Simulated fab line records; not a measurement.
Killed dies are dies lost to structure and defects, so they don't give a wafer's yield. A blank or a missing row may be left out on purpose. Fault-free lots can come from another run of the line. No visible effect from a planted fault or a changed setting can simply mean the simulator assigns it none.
fab line records	flow berkeley-cmos170
[record] lots = 14	wafers = 42	last-day = 12
route steps=331 shown V1@268 M3@330
lots that met no fault: taken from a fault-free run of the same line
start-h: hours from the record's first day to the start of the lot's first wafer shown	wait-h: hours since the lot's step before	" repeats the value in the row above	L1.1+2: one row covering several wafers at once	- no value, or no start was given	* or withheld: withheld	< > ~ a bound
route shown NAME@n: NAME is a module with steps in the file, n the number in the route of the first one	usual: mean and standard deviation over wafers with no fault	same: alike in all rows	chamber/n: place in a boat	sites: readings site by site	_std_site: the standard deviation of these	_edge_site: outer sites' mean less inner sites'	radius-mm: how far each site lies from the wafer's centre	mask NAME#n: copy n	behind: tool/chamber where the wafer was last shaped	hold: reason for holding the lot/hours on hold/outcome of the hold	device: the n, p or np transistor that did not switch	end of line: the same wafers' tests at the end of the route	step lacking rows: just its recipe	killed: count of dies lost to structure and defects at first sort (not the wafer's yield)	map: dies across one wafer; x = killed, . = not, _ = none there
set.NAME: the setting that was run; set.NAME@STEP: the one run at that earlier step	model.NAME: the simulator's own value behind a step, which no gauge read
one table for each step of the route and one row for each wafer, over a sample of lots
services: the hour from which a tool's chamber was out of use, counted from the record's first day as start-h (under 0 if before that day), plus the number of hours and why
[[steps]]
[step UCB170_V1_ETCH_14]
[recipe] chemistry = CHF3/CF4/Ar	target = SiO2	stop-on = Al	CHF3_flow_sccm = 45	cf4-flow-sccm = 15	Ar_flow_sccm = 150	pressure-mtorr = 200	rf-w = 700	target-depth-a = 12500	over-etch-frac = 0.25	time-s = 291
[usual] CHF3_flow_sccm = 44.99/0.14	drypump-motor-current-A = 5.6/0.49	oes-product-au = 0.867/0.011	rf-fwd-power-W = 698.1/2	throttle-valve-pct = 7.02/0.13
lot.wafer	tool	chamber	start-h	wait-h	CHF3_flow_sccm	drypump-motor-current-A	oes-product-au	rf-fwd-power-W	rf-hours-counter-h	throttle-valve-pct
L797.2	rie-diel-02	2	161.61	0.0	45.06	5.9	0.874	696.5	26	7.13
L797.5	"	3	"	"	45.18	6.0	0.854	701.6	-	6.97
L797.6	"	2	"	"	45.23	5.9	0.879	698.1	-	7.14
L795.1	rie-diel-04	3	161.72	0.0	45.05	5.0	0.861	698.6	130	6.98
L795.2	"	2	"	"	44.84	6.4	0.871	702.4	123	7.18
L795.6	"	2	"	"	45.03	6.4	0.861	698.6	-	7.18
L796.1	rie-diel-01	1	161.84	0.0	45.18	4.8	0.855	698.4	104	7.14
L796.4	"	2	"	"	45.09	5.1	0.868	698.6	59	7.11
L796.6	"	1	"	"	44.97	4.8	0.851	697.1	-	7.14
L798.1	rie-diel-02	2	182.06	0.0	44.90	5.9	0.888	699.3	27	7.14
L798.2	"	1	"	"	45.24	5.9	0.867	697.8	100	6.83
L798.6	"	0	"	"	45.01	5.7	0.874	980.2	-	6.84
L799.1	rie-diel-02	2	182.30	0.0	45.37	5.8	0.881	696.8	27	7.16
L799.3	"	0	"	"	45.21	5.7	0.858	979.5	72	6.84
L799.6	"	3	"	"	45.10	6.0	0.849	698.4	-	6.96
L800.3	rie-diel-04	3	182.54	0.0	44.98	5.0	0.858	698.9	130	7.00
L800.5	"	0	"	"	44.96	5.7	0.864	699.7	-	6.96
L800.6	"	1	"	"	45.00	4.8	0.873	694.4	-	7.18
L803.1	rie-diel-04	3	205.41	0.0	45.25	5.0	0.866	696.0	131	6.99
L803.3	"	0	"	"	44.84	5.8	0.876	698.5	3	6.96
L803.6	"	0	"	"	45.02	5.8	0.867	696.8	-	6.97
L808.1	rie-diel-01	1	231.94	0.0	44.72	4.8	0.849	698.8	107	7.14
L808.4	"	2	"	"	44.94	5.2	0.882	699.6	62	7.10
L808.5	"	0	"	"	44.73	5.2	0.884	698.0	-	7.07
L811.3	rie-diel-04	1	246.11	0.0	44.93	4.8	0.869	698.9	3	7.19
L811.4	"	1	"	"	44.94	4.8	0.863	697.6	-	7.19
L811.5	"	2	"	"	44.85	6.4	0.862	700.5	-	7.17
L810.2	rie-diel-01	0	246.39	0.0	44.90	5.2	0.881	698.9	3	7.07
L810.5	"	3	"	"	44.91	6.0	0.877	697.8	-	7.03
L810.6	"	0	"	"	44.85	5.2	0.879	700.0	-	7.07
L813.1	rie-diel-02	1	259.24	0.0	44.87	5.9	0.876	696.8	104	6.83
L813.2	"	3	"	"	45.10	6.0	0.856	695.4	21	6.96
L813.5	"	3	"	"	44.97	6.0	0.850	694.4	-	6.96
L814.2	rie-diel-04	1	266.52	0.0	45.11	4.8	0.874	698.8	4	7.18
L814.3	"	2	"	"	44.81	6.4	0.867	699.9	127	7.18
L814.6	"	1	"	"	45.07	4.8	0.875	700.6	-	7.19
L816.1	rie-diel-02	2	266.67	0.0	44.98	5.9	0.879	699.0	31	7.14
L816.3	"	3	"	"	45.05	6.0	0.861	696.6	21	6.97
L816.4	"	1	"	"	45.19	5.9	0.875	697.7	104	6.83
L815.3	rie-diel-04	0	266.80	0.0	44.93	5.8	0.881	701.8	5	6.96
L815.4	"	3	"	"	45.24	5.0	0.887	697.9	0	6.99
L815.5	"	2	"	"	44.83	6.4	0.865	697.9	-	7.18
[step UCB170_V1_STRIP_15]
[recipe] chemistry = O2	power-w = 400	pressure-mtorr = 3500	platen-temp-c = withheld	o2-flow-sccm = 400	overash-fraction = 0.5
[usual] drypump-motor-current-A = 5.9/0.41	oes-product-au = 0.721/0.0048	strip-time-to-endpoint-s = 15.31/0.098
lot.wafer	tool	chamber	start-h	wait-h	drypump-motor-current-A	oes-product-au	rf-hours-counter-h	strip-time-to-endpoint-s
L797.2	plasma-asher-02	1	161.79	0.1	6.5	0.722	36	15.14
L797.5	"	0	"	"	5.8	0.718	-	15.16
L797.6	"	1	"	"	6.5	0.720	-	15.17
L795.1	plasma-asher-04	0	161.90	0.1	6.3	0.728	5	15.32
L795.2	"	1	"	"	5.3	0.719	5	15.25
L795.6	"	0	"	"	6.3	0.723	-	15.16
L796.1	plasma-asher-03	1	162.02	0.1	5.5	0.730	47	15.39
L796.4	"	0	"	"	6.0	0.721	-	15.49
L796.6	"	1	"	"	5.5	0.718	-	15.48
L798.1	plasma-asher-03	1	182.24	0.1	5.5	0.720	48	15.35
L798.2	"	0	"	"	6.0	0.726	48	15.31
L798.6	"	0	"	"	6.0	0.721	-	14.21
L799.1	plasma-asher-04	0	182.48	0.1	6.3	0.722	6	15.36
L799.3	"	0	"	"	6.3	0.724	-	14.23
L799.6	"	1	"	"	5.3	0.721	-	15.25
L800.3	plasma-asher-02	1	182.75	0.1	6.5	0.725	-	15.60
L800.5	"	1	"	"	6.5	0.720	-	15.44
L800.6	"	0	"	"	5.8	0.716	-	15.48
L803.1	plasma-asher-03	1	205.58	0.1	5.5	0.721	51	15.28
L803.3	"	0	"	"	6.0	0.721	-	15.14
L803.6	"	0	"	"	6.0	0.729	-	15.22
L808.1	plasma-asher-02	1	232.12	0.1	6.5	0.719	43	15.34
L808.4	"	1	"	"	6.5	0.721	-	15.30
L808.5	"	0	"	"	5.8	0.717	-	15.36
L811.3	plasma-asher-04	1	246.32	0.1	5.3	0.731	-	15.29
L811.4	"	0	"	"	6.3	0.721	-	15.30
L811.5	"	0	"	"	6.3	0.722	-	15.28
L810.2	plasma-asher-03	0	246.56	0.1	6.0	0.724	55	15.37
L810.5	"	1	"	"	5.5	0.721	-	15.23
L810.6	"	0	"	"	6.0	0.728	-	15.40
L813.1	plasma-asher-03	0	259.42	0.1	6.0	0.721	58	15.24
L813.2	"	1	"	"	5.5	0.728	58	15.19
L813.5	"	0	"	"	6.0	0.717	-	15.27
L814.2	plasma-asher-03	1	266.70	0.1	5.5	0.719	58	15.32
L814.3	"	1	"	"	5.5	0.719	-	15.17
L814.6	"	1	"	"	5.5	0.727	-	15.32
L816.1	plasma-asher-03	0	266.85	0.1	6.0	0.716	59	15.31
L816.3	"	0	"	"	6.0	0.723	-	15.23
L816.4	"	1	"	"	5.5	0.722	-	15.16
L815.3	plasma-asher-02	0	267.01	0.1	5.8	0.728	-	15.35
L815.4	"	1	"	"	6.5	0.718	-	15.47
L815.5	"	1	"	"	6.5	0.718	-	15.24
[step UCB170_V1_CD_MEAS_90]
[recipe] target-cd-nm = 700
[usual] cd-nm = 699.8/1.8
lot.wafer	tool	chamber	start-h	wait-h	hold	cd-nm
L797.2	cd-sem-01	-	161.91	0.1	-	701.1
L797.5	"	-	"	"	-	701.4
L797.6	"	-	"	"	-	700.2
L795.1	cd-sem-02	-	162.00	0.1	-	702.6
L795.2	"	-	"	"	-	704.1
L795.6	"	-	"	"	-	703.3
L796.1	cd-sem-01	-	162.12	0.1	-	700.2
L796.4	"	-	"	"	-	699.3
L796.6	"	-	"	"	-	699.5
L798.1	cd-sem-01	-	182.34	0.1	await-dispo/0.2h/release	701.2
L798.2	"	-	"	"	await-dispo/0.2h/release	701.1
L798.6	"	-	"	"	await-dispo/0.2h/release	707.1
L798.1	cd-sem-01	-	182.70	0.3	-	701.5
L798.2	"	-	"	"	-	701.0
L798.6	"	-	"	"	-	706.8
L799.1	cd-sem-01	-	182.58	0.1	-	699.9
L799.3	"	-	"	"	-	704.1
L799.6	"	-	"	"	-	699.9
L800.3	cd-sem-02	-	182.86	0.1	-	699.1
L800.5	"	-	"	"	-	699.1
L800.6	"	-	"	"	-	698.5
L803.1	cd-sem-02	-	205.68	0.1	-	699.1
L803.3	"	-	"	"	-	701.0
L803.6	"	-	"	"	-	699.0
L808.1	cd-sem-02	-	232.22	0.1	-	702.2
L808.4	"	-	"	"	-	700.4
L808.5	"	-	"	"	-	700.1
L811.3	cd-sem-02	-	246.43	0.1	-	701.3
L811.4	"	-	"	"	-	702.1
L811.5	"	-	"	"	-	702.9
L810.2	cd-sem-02	-	246.68	0.1	-	699.8
L810.5	"	-	"	"	-	700.3
L810.6	"	-	"	"	-	699.5
L813.1	cd-sem-01	-	259.52	0.1	-	697.7
L813.2	"	-	"	"	-	697.4
L813.5	"	-	"	"	-	697.1
L814.2	cd-sem-02	-	266.82	0.1	-	700.5
L814.3	"	-	"	"	-	700.5
L814.6	"	-	"	"	-	701.3
L816.1	cd-sem-02	-	266.95	0.1	-	699.6
L816.3	"	-	"	"	-	702.3
L816.4	"	-	"	"	-	701.6
L815.3	cd-sem-01	-	267.12	0.1	-	697.5
L815.4	"	-	"	"	-	695.9
L815.5	"	-	"	"	-	698.5
[step UCB170_M3_BOW_MEAS_20]
[recipe] mode = bow
[usual] M3_BOW = 35/7.2
lot.wafer	tool	chamber	start-h	wait-h	M3_BOW[um]
L797.2	film-metro-01	-	173.13	0.1	45
L797.5	"	-	"	"	41
L797.6	"	-	"	"	34
L795.1	film-metro-03	-	173.51	0.1	32
L795.2	"	-	"	"	27
L795.6	"	-	"	"	32
L796.1	film-metro-02	-	173.77	0.1	47
L796.4	"	-	"	"	42
L796.6	"	-	"	"	39
L798.1	film-metro-02	-	194.29	0.1	44
L798.2	"	-	"	"	29
L798.6	"	-	"	"	35
L799.1	film-metro-01	-	194.90	0.1	27
L799.3	"	-	"	"	28
L799.6	"	-	"	"	35
L800.3	film-metro-03	-	195.48	0.1	19
L800.5	"	-	"	"	32
L800.6	"	-	"	"	22
L803.1	film-metro-03	-	219.26	0.1	33
L803.3	"	-	"	"	33
L803.6	"	-	"	"	45
L808.1	film-metro-02	-	241.74	0.1	38
L808.4	"	-	"	"	37
L808.5	"	-	"	"	48
L811.3	film-metro-03	-	254.67	0.1	20
L811.4	"	-	"	"	21
L811.5	"	-	"	"	27
L810.2	film-metro-01	-	254.89	0.1	32
L810.5	"	-	"	"	34
L810.6	"	-	"	"	28
L813.1	film-metro-01	-	268.05	0.1	35
L813.2	"	-	"	"	34
L813.5	"	-	"	"	34
L814.2	film-metro-02	-	275.71	0.1	42
L814.3	"	-	"	"	33
L814.6	"	-	"	"	31
L816.1	film-metro-01	-	275.89	0.1	44
L816.3	"	-	"	"	40
L816.4	"	-	"	"	34
L815.3	film-metro-03	-	276.20	0.1	34
L815.4	"	-	"	"	42
L815.5	"	-	"	"	41
[[services]]
tool	chamber	start-h	hours	kind
rie-diel-01	0	172.37	-	clean
rie-diel-01	0	172.37	18.6	scheduled-down
rie-diel-01	0	172.37	18.6	vent-cycle
rie-diel-01	-	202.67	2.8	pm
rie-diel-04	1	203.93	10.9	repair
rie-diel-02	2	205.21	10.4	repair
plasma-asher-02	-	206.09	1.5	repair
rie-diel-02	0	227.24	6.7	repair
plasma-asher-02	-	242.49	5.4	repair
rie-diel-04	3	243.80	-	clean
rie-diel-04	3	243.80	22.7	scheduled-down
rie-diel-04	3	243.80	22.7	vent-cycle
rie-diel-01	3	250.51	-	clean
rie-diel-04	0	251.48	1.7	repair
[[key]]
[first-sign] step = UCB170_V1_ETCH_14	reading = rf-fwd-power-W	direction = up	sigmas = 99+	usual = 698.1	struck = 979.9
[effect] step = UCB170_V1_STRIP_15	reading = strip-time-to-endpoint-s	direction = down	sigmas = 11	usual = *	struck = *
[effect] step = UCB170_V1_CD_MEAS_90	reading = visit	direction = added
met-at UCB170_V1_ETCH_14
struck-lots L798,L799
struck-wafers L798.6,L799.3
not-acting-at UCB170_M3_BOW_MEAS_20
[fault] kind = process-parameter-drift	tool = rie-diel-02	chamber = 0	onset-h = 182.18	steps = UCB170_V1_ETCH_14	channel = rf-w	offset = 280	shape = step	end-h = 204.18	acts-in = these-recipes-only	stated = 700
